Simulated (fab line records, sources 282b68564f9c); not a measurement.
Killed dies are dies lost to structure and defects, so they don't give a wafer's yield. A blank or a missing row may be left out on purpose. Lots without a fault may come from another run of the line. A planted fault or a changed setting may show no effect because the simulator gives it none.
fab line records | flow rit_cmos
record lots=15 wafers=45 last_day=7
route steps=202 shown SDANNEAL@156
lots that met no fault: from a run of the same line without faults
start_h: hours from the record's first day to the start of the lot's first wafer shown | wait_h: hours since the lot's step before | " the same as in the row above | L1.1+2: a row that stands for several wafers | - no value, or no start given | * or withheld: withheld | < > ~ a bound
route shown NAME@n: a module of which the file shows steps, and the number in the route of the first | usual: mean/standard deviation of fault-free wafers | same: alike in all rows | chamber/n: place in a boat | sites: the reading at each site | _std_site: their standard deviation | _edge_site: outer sites' mean less inner sites' | radius_mm: how far each site lies from the wafer's centre | mask NAME#n: copy n | behind: the tool/chamber that last shaped the wafer | hold: why the lot was held/for how many hours/how that ended | device: the transistor (n, p or np) that didn't switch | end of line: the same wafers' tests at the end of the route | a step without rows: its recipe alone | killed: dies lost to structure and defects at the first sort, not the wafer's yield | map: a wafer's dies, x killed, . not, _ none there
set.NAME: the setting as run; set.NAME@STEP: as run at that earlier step | model.NAME: the simulator's own value behind a step, which no gauge read
steps of the route over a sample of lots; a table a step, a row a wafer
services: from which hour (start_h, from the record's first day; less than 0 if before it) a tool's chamber was out of use, for how many hours, and why
## steps
# step RIT_SDANNEAL_RTA_03
# recipe temp_c=1050 time_s=5 idle_temp_c=600 ramp_up_c_per_s=342 ramp_down_c_per_s=171 cool_to_c=600 ambient=N2
# usual anneal_temp_c_max=1057.3/1.4 chamber_o2_ppm=2.005/0.021 wafer_temp_C_max=1053.5/1.1
# columns lot.wafer tool chamber start_h wait_h anneal_temp_c_max chamber_o2_ppm wafer_temp_C_max
L476.1 rtp_anneal-02 0 54.99 0.0 1057.5 2.032 1052.6
L476.3 " 0 " " 1057.8 1.985 1053.2
L476.6 " 0 " " 1058.4 2.002 1051.1
L478.1 rtp_anneal-02 0 65.59 0.0 1056.7 1.983 1054.4
L478.2 " 0 " " 1058.8 2.010 1053.1
L478.6 " 0 " " 1057.3 2.021 1052.9
L480.1 rtp_anneal-02 - 74.67 0.0 - - -
L480.2 " - " " - - -
L480.6 " - " " - - -
L481.1 rtp_anneal-01 - 82.03 0.0 - - -
L481.4 " - " " - - -
L481.6 " - " " - - -
L482.1 rtp_anneal-02 - 85.90 0.0 - - -
L482.3 " - " " - - -
L482.6 " - " " - - -
L485.1 rtp_anneal-01 0 99.50 0.0 1055.4 1.986 1055.4
L485.3 " 0 " " 1056.0 2.009 1052.2
L485.4 " 0 " " 1058.2 1.992 1054.3
L487.2 rtp_anneal-01 0 109.98 0.0 1055.5 1.991 1056.1
L487.3 " 0 " " 1057.2 2.015 1053.9
L487.5 " 0 " " 1056.9 2.000 1053.2
L488.2 rtp_anneal-02 0 116.00 0.0 1057.4 2.011 1053.3
L488.5 " 0 " " 1058.8 1.992 1053.5
L488.6 " 0 " " 1056.6 2.023 1052.1
L489.3 rtp_anneal-01 0 119.70 0.0 1059.0 2.010 1052.1
L489.4 " 0 " " 1056.3 2.014 1052.2
L489.5 " 0 " " 1056.9 2.027 1053.5
L490.1 rtp_anneal-02 0 123.86 0.0 1058.5 2.014 1053.2
L490.2 " 0 " " 1057.7 2.022 1053.2
L490.4 " 0 " " 1058.2 1.990 1053.2
L491.2 rtp_anneal-01 0 128.92 0.0 1056.4 2.017 1054.9
L491.3 " 0 " " 1056.2 2.018 1053.4
L491.6 " 0 " " 1056.6 2.023 1054.1
L493.2 rtp_anneal-01 0 140.21 0.0 1058.1 2.002 1053.5
L493.4 " 0 " " 1058.0 1.978 1055.0
L493.5 " 0 " " 1057.2 2.012 1054.4
L494.3 rtp_anneal-02 0 145.90 0.0 1058.1 1.971 1053.7
L494.4 " 0 " " 1057.6 1.993 1054.6
L494.5 " 0 " " 1057.2 2.012 1052.9
L496.2 rtp_anneal-02 0 154.19 0.0 1057.0 2.013 1051.9
L496.4 " 0 " " 1056.0 2.025 1053.1
L496.6 " 0 " " 1055.9 2.018 1053.1
L498.1 rtp_anneal-02 0 167.18 0.0 1056.6 1.944 1054.5
L498.2 " 0 " " 1054.1 2.029 1053.3
L498.3 " 0 " " 1055.0 1.962 1054.0
## services
# columns tool chamber start_h hours kind
rtp_anneal-01 - 101.77 5.2 pm
## key
first_sign step=RIT_SDANNEAL_RTA_03 reading=tool_record direction=missing
effect none on later readings
met_at RIT_SDANNEAL_RTA_03
struck_lots L480,L481,L482
later_rows_left_out L480.1,L480.2,L480.6,L481.1,L481.4,L481.6,L482.1,L482.3,L482.6
sort_left_out L480.1,L480.2,L480.6,L481.1,L481.4,L481.6,L482.1,L482.3,L482.6
tester_left_out L480,L481,L482
onset_between 65.59 74.67
fault kind=skipped_step_whole tool=rtp_anneal-01,rtp_anneal-02 chamber=- onset_h=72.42 steps=RIT_SDANNEAL_RTA_03 scope=struck_lots_only
# tester_left_out: of these lots the tester's yield and bins aren't shown, on N5 and GAA mostly nor the transistor test; their killed dies are dies lost to structure and defects alone, not to doping, threshold or leakage, so they don't give the yield
# sort_left_out: the simulated sort isn't trusted on such a fault, so these wafers' sort isn't shown, and their yield isn't known
# later_rows_left_out: the simulator's readings of these wafers behind a module that went badly wrong aren't trusted and aren't shown, but for the sort
